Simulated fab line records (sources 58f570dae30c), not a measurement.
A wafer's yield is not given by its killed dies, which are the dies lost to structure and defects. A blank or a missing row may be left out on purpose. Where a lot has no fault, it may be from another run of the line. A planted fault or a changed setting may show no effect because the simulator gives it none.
Lot-split experiment :: flow berkeley_cmos170 :: 5 lots, 27 wafers read, on a route of 331 steps

== THE SPLIT ITSELF ==
At UCB170_M3_SPUTTER_01 (material Al, target thk 900 nm, time 120 s), the setting time_s was moved away from the recipe's 120 s on 12 of the 27 wafers read, by -59.1% to +39.2%. For the rest of the wafers, this setting stayed at what the recipe calls for.

== FROM THE SPLIT TO THE READING: what the file shows between them, 5 steps ==
- UCB170_M3_RS_MEAS_02: measures by four-point-probe
- UCB170_M3_THK_MEAS_03: measures by xrf
- UCB170_M3_HMDS_04: prime time 60 s
- UCB170_M3_COAT_05: resist thk 900 nm
- UCB170_M3_ETCH_17: etches BARC in N2/H2

== THE READING ==
oes_product_au, in a.u., at UCB170_M3_METAL_ETCH_18 (etches Al in Cl2/BCl3, stops on SiO2, target depth 1170 nm, time 195 s). On this fab line, fault-free wafers typically give 0.848 a.u. with a standard deviation of 0.015 a.u.

wafer: L076.1
tool, chamber at the split: pvd_sputter-03, -
time_s as run, s: 120
against the recipe: recipe
oes_product_au, a.u.: 0.820
against lot-mates on the recipe: -

wafer: L076.2
tool, chamber at the split: pvd_sputter-03, -
time_s as run, s: 73.18
against the recipe: -39.0%
oes_product_au, a.u.: 0.686
against lot-mates on the recipe: -0.170

wafer: L076.3
tool, chamber at the split: pvd_sputter-03, -
time_s as run, s: 73.18
against the recipe: -39.0%
oes_product_au, a.u.: 0.645
against lot-mates on the recipe: -0.211

wafer: L076.4
tool, chamber at the split: pvd_sputter-03, -
time_s as run, s: 120
against the recipe: recipe
oes_product_au, a.u.: 0.878
against lot-mates on the recipe: -

wafer: L076.5
tool, chamber at the split: pvd_sputter-03, -
time_s as run, s: 73.18
against the recipe: -39.0%
oes_product_au, a.u.: 0.655
against lot-mates on the recipe: -0.201

wafer: L076.6
tool, chamber at the split: pvd_sputter-03, -
time_s as run, s: 120
against the recipe: recipe
oes_product_au, a.u.: 0.869
against lot-mates on the recipe: -

wafer: L078.2
tool, chamber at the split: pvd_sputter-03, -
time_s as run, s: 120
against the recipe: recipe
oes_product_au, a.u.: 0.845
against lot-mates on the recipe: -

wafer: L078.3
tool, chamber at the split: pvd_sputter-03, -
time_s as run, s: 120
against the recipe: recipe
oes_product_au, a.u.: 0.842
against lot-mates on the recipe: -

wafer: L078.5
tool, chamber at the split: pvd_sputter-03, -
time_s as run, s: 120
against the recipe: recipe
oes_product_au, a.u.: 0.860
against lot-mates on the recipe: -

wafer: L077.1
tool, chamber at the split: pvd_sputter-03, -
time_s as run, s: 167
against the recipe: +39.2%
oes_product_au, a.u.: 0.957
against lot-mates on the recipe: +0.131

wafer: L077.2
tool, chamber at the split: pvd_sputter-03, -
time_s as run, s: 167
against the recipe: +39.2%
oes_product_au, a.u.: 0.950
against lot-mates on the recipe: +0.124

wafer: L077.3
tool, chamber at the split: pvd_sputter-03, -
time_s as run, s: 167
against the recipe: +39.2%
oes_product_au, a.u.: 0.957
against lot-mates on the recipe: +0.131

wafer: L077.4
tool, chamber at the split: pvd_sputter-03, -
time_s as run, s: 120
against the recipe: recipe
oes_product_au, a.u.: 0.822
against lot-mates on the recipe: -

wafer: L077.5
tool, chamber at the split: pvd_sputter-03, -
time_s as run, s: 120
against the recipe: recipe
oes_product_au, a.u.: 0.828
against lot-mates on the recipe: -

wafer: L077.6
tool, chamber at the split: pvd_sputter-03, -
time_s as run, s: 120
against the recipe: recipe
oes_product_au, a.u.: 0.829
against lot-mates on the recipe: -

wafer: L084.1
tool, chamber at the split: pvd_sputter-04, -
time_s as run, s: 165.4
against the recipe: +37.8%
oes_product_au, a.u.: 0.991
against lot-mates on the recipe: +0.135

wafer: L084.2
tool, chamber at the split: pvd_sputter-04, -
time_s as run, s: 120
against the recipe: recipe
oes_product_au, a.u.: 0.869
against lot-mates on the recipe: -

wafer: L084.3
tool, chamber at the split: pvd_sputter-04, -
time_s as run, s: 120
against the recipe: recipe
oes_product_au, a.u.: 0.850
against lot-mates on the recipe: -

wafer: L084.4
tool, chamber at the split: pvd_sputter-04, -
time_s as run, s: 120
against the recipe: recipe
oes_product_au, a.u.: 0.850
against lot-mates on the recipe: -

wafer: L084.5
tool, chamber at the split: pvd_sputter-04, -
time_s as run, s: 165.4
against the recipe: +37.8%
oes_product_au, a.u.: 0.976
against lot-mates on the recipe: +0.120

wafer: L084.6
tool, chamber at the split: pvd_sputter-04, -
time_s as run, s: 165.4
against the recipe: +37.8%
oes_product_au, a.u.: 0.983
against lot-mates on the recipe: +0.127

wafer: L082.1
tool, chamber at the split: pvd_sputter-01, -
time_s as run, s: 49.1
against the recipe: -59.1%
oes_product_au, a.u.: 0.551
against lot-mates on the recipe: -0.285

wafer: L082.2
tool, chamber at the split: pvd_sputter-01, -
time_s as run, s: 120
against the recipe: recipe
oes_product_au, a.u.: 0.852
against lot-mates on the recipe: -

wafer: L082.3
tool, chamber at the split: pvd_sputter-01, -
time_s as run, s: 49.1
against the recipe: -59.1%
oes_product_au, a.u.: 0.559
against lot-mates on the recipe: -0.277

wafer: L082.4
tool, chamber at the split: pvd_sputter-01, -
time_s as run, s: 120
against the recipe: recipe
oes_product_au, a.u.: 0.830
against lot-mates on the recipe: -

wafer: L082.5
tool, chamber at the split: pvd_sputter-01, -
time_s as run, s: 120
against the recipe: recipe
oes_product_au, a.u.: 0.826
against lot-mates on the recipe: -

wafer: L082.6
tool, chamber at the split: pvd_sputter-01, -
time_s as run, s: 49.1
against the recipe: -59.1%
oes_product_au, a.u.: 0.569
against lot-mates on the recipe: -0.267

THE FIT
A straight line over all 27 wafers: oes_product_au changes by +0.00416 a.u. for each +1% of time_s; r = +0.98; the points scatter about the line by 0.025 a.u.
The same after taking each lot's own level away (the mean of its wafers on the recipe; 27 wafers): +0.00419 a.u. for each +1%; r = +0.99; scatter 0.021 a.u.
Per that fit: largest time_s move, reading shift of 0.25 a.u.
Measured against the standard deviation above, the lots' own levels, which go from 0.8263 to 0.8563 a.u., span 2.0 times it.
Consequently the slope shifts little with the lot-to-lot level, the two slopes agreeing.
Check: with one of the wafers moved furthest among these (-59.1%) left out of the fit, the line predicts -0.257 a.u. for it against its lot-mates. It came out at -0.285 a.u. against them.

== THE WHOLE CHAIN: every reading that the file lists as answering this split, in the file's order ==
step: UCB170_M3_SPUTTER_01
what it does: material Al, target thk 900 nm, time 120 s
reading: Al_of_M3_SPUTTER_01.thk_nm (the simulator's own value, which no gauge read)
change (the file's fit): +9.02 nm for each +1% of the setting
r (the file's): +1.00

step: UCB170_M3_RS_MEAS_02
what it does: measures by four-point-probe
reading: M3_AL_RS
change (the file's fit): -0.00057 for each +1% of the setting
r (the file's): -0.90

step: UCB170_M3_THK_MEAS_03
what it does: measures by xrf
reading: M3_AL_THK
change (the file's fit): +9.01 for each +1% of the setting
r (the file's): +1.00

step: UCB170_M3_METAL_ETCH_18
what it does: etches Al in Cl2/BCl3, stops on SiO2, target depth 1170 nm, time 195 s
reading: oes_product_au
change (the file's fit): +0.00422 a.u. for each +1% of the setting
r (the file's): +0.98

== FILE'S OWN FIT ==
oes_product_au changes by +0.00422 a.u. for each +1% of time_s, r = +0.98.
